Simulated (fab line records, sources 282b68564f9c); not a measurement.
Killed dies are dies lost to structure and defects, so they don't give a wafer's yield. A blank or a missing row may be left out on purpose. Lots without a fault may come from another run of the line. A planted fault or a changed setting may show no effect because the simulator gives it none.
Problem report in the 8D (eight disciplines) form, filled by code | flow rit_cmos | the parts of the form that need people (team, actions taken, sign-off) are left out

1. THE PROBLEM
dose_ions_cm2 at RIT_PRETRO_IMPLANT_08 reads a mean of 1.2405e+13 on 9 wafers of 3 lots; wafers without a fault read 1.2001e+13 with a standard deviation of 1.2e+10. That is +34 standard deviations from the usual mean.
First seen on wafer L189.3, day 4 20:01, on implanter-02. The record holds 45 wafers of 15 lots with a number at this step. Rule for "out", or "out of limits": more than 4 standard deviations from the usual mean. The other wafers with a number count as sound.

2. WHAT IT IS AND WHAT IT IS NOT
question                    | is                     | is not
which readings at this step | dose_ions_cm2          | -
which lots                  | L189, L190, L191       | L178, L179, L180, L181, L182, L183, L184, L188, L195, L198, L199, L201
which wafers of those lots  | all that have a number | -
read on which tools         | implanter-02           | implanter-01, implanter-03
when                        | from day 4 20:01       | up to then (24 sound wafers); but 12 sound wafers of L195, L198, L199, L201 came after

3. SUSPECTS, AND WHAT RULES EACH OUT
Counting: a tool at a process step up to the reading stays a suspect if it ran every lot that is out and no sound lot after the first of them.
- implanter-02 at RIT_PRETRO_IMPLANT_08: kept. It ran every lot that is out, first L189 (day 4 20:01), and no sound lot after that; its last sound lot up to then is L183 (day 3 18:50). Its own readings are out on those wafers: dose_ions_cm2.
Left after counting: implanter-02 at RIT_PRETRO_IMPLANT_08.

4. THE CAUSE (what the simulator had put in)
Process parameter drift: implanter-02, from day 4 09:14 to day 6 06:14, at RIT_PRETRO_IMPLANT_08. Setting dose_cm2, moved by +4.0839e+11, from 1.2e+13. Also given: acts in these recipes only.
Counting left only this tool.

5. THE CHAIN OF EFFECTS, in route order
Each row: a reading whose mean over the struck wafers that have a number lies more than 3 standard deviations from the usual. Only readings for which the record gives a usual standard deviation are gone through. hours: the time from each lot's start at the first step in this table that gives one to its start at this step, as a median over the lots. sigmas: the change in usual standard deviations.
hours | step                  | reading       | usual      | on struck wafers | change      | sigmas
0     | RIT_PRETRO_IMPLANT_08 | dose_ions_cm2 | 1.2001e+13 | 1.2405e+13       | +4.0356e+11 | +34
The process steps in it:
- RIT_PRETRO_IMPLANT_08

6. WHAT WOULD HAVE CAUGHT IT SOONER
In this record the first reading out of limits was taken at day 4 20:01, 11 hours after the fault began at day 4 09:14.
